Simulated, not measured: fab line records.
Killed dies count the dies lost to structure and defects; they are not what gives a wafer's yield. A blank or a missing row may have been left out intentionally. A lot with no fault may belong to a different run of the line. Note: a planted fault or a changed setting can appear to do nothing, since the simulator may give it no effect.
One fault seen from 2 desks	flow ritCmos	each desk has only its own numbers; what lay behind them comes last

FROM THE METROLOGY DESK
Lot by lot, what the gauges showed, no matter which tool ran the lot: averages of those sampled wafers that carry a number. The brackets show how far a lot's mean lies from the usual mean; more than 4 standard deviations puts the lot out of limits, marked OUT.
Columns: A = NWELL_OVL at RIT_NWELL_OVL_MEAS_06, usual -1.0 nm; B = NRETRO_OVL at RIT_NRETRO_OVL_MEAS_06, usual -0.3 nm; C = CONTACT_OVL at RIT_CONTACT_OVL_MEAS_09, usual 0.2 nm
lot	first seen here	A	B	C
L200	day 1 21:04	-0.1	0.1	0.7
L201	day 2 01:28	-0.1	-1.0	-0.7
L202	day 2 07:49	0.4	-2.3	-0.1
L205	day 2 21:31	-0.3	-0.2	0.2
L208	day 3 14:46	-0.1	-1.4	1.5
L209	day 3 19:36	-1.1	-1.6	0.3
L210	day 4 00:37	-2.3	-0.1	0.6
L214	day 4 23:20	-1.0	1.0	-1.2
L217	day 5 10:23	-2.0	-0.9	-0.7
L218	day 5 15:57	-1.3	-1.4	-1.5
L219	day 5 19:27	-0.1	-1.4	1.4
L220	day 6 00:49	-0.1	-0.7	1.2
L221	day 6 05:09	-0.6	0.1	1.9
L222	day 6 11:37	-1.3	-0.7	1.1
This desk's verdict: no lot among the 14 shows anything out of limits.

FOR THE TOOL OWNER'S DESK: rieDiel-02
The tool's own readings at RIT_ACTIVE_ETCH_13 (etches Si3N4 in SF6, stops on SiO2, time 210 s, target depth 210 nm): means of the sampled wafers that have a number, for each lot that ran on this tool. The brackets show how far a lot's mean lies from the usual mean; more than 4 standard deviations puts the lot out of limits, marked OUT.
Columns: A = drypumpMotorCurrentA at RIT_ACTIVE_ETCH_13, usual 5.8 A; B = oesProductAu at RIT_ACTIVE_ETCH_13, usual 0.823 a.u.; C = runLengthS at RIT_ACTIVE_ETCH_13, usual 238.4 s; D = throttleValvePct at RIT_ACTIVE_ETCH_13, usual 7.53 %
lot	first seen here	A	B	C	D
L210	day 3 18:03	5.9	0.907 (+5.6) OUT	221.2 (-40) OUT	7.38
L214	day 4 15:35	5.4	0.877	229.7 (-20) OUT	7.48
L218	day 5 09:12	5.2	0.825	237.8	7.54
This desk's finding: out of limits on L210, L214; first on L210, day 3 18:03 (oesProductAu at RIT_ACTIVE_ETCH_13). Within limits: L218.

PUT TOGETHER
At day 3 18:03, on L210, L214, the tool owner's desk was in a position to raise an alarm.
Nothing out of limits was seen by the metrology desk.
The metrology desk has L210, L214 on record, within its limits.
On rieDiel-02, each named lot ran RIT_ACTIVE_ETCH_13.

WHAT WAS PUT IN BY THE SIMULATOR
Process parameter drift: rieDiel-02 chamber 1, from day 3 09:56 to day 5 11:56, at RIT_ACTIVE_ETCH_13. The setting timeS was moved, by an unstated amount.
Shown lots that were struck: L210, L214.
Time in hours from fault onset to the first out-of-limits reading at each desk: the tool owner's desk, 8.
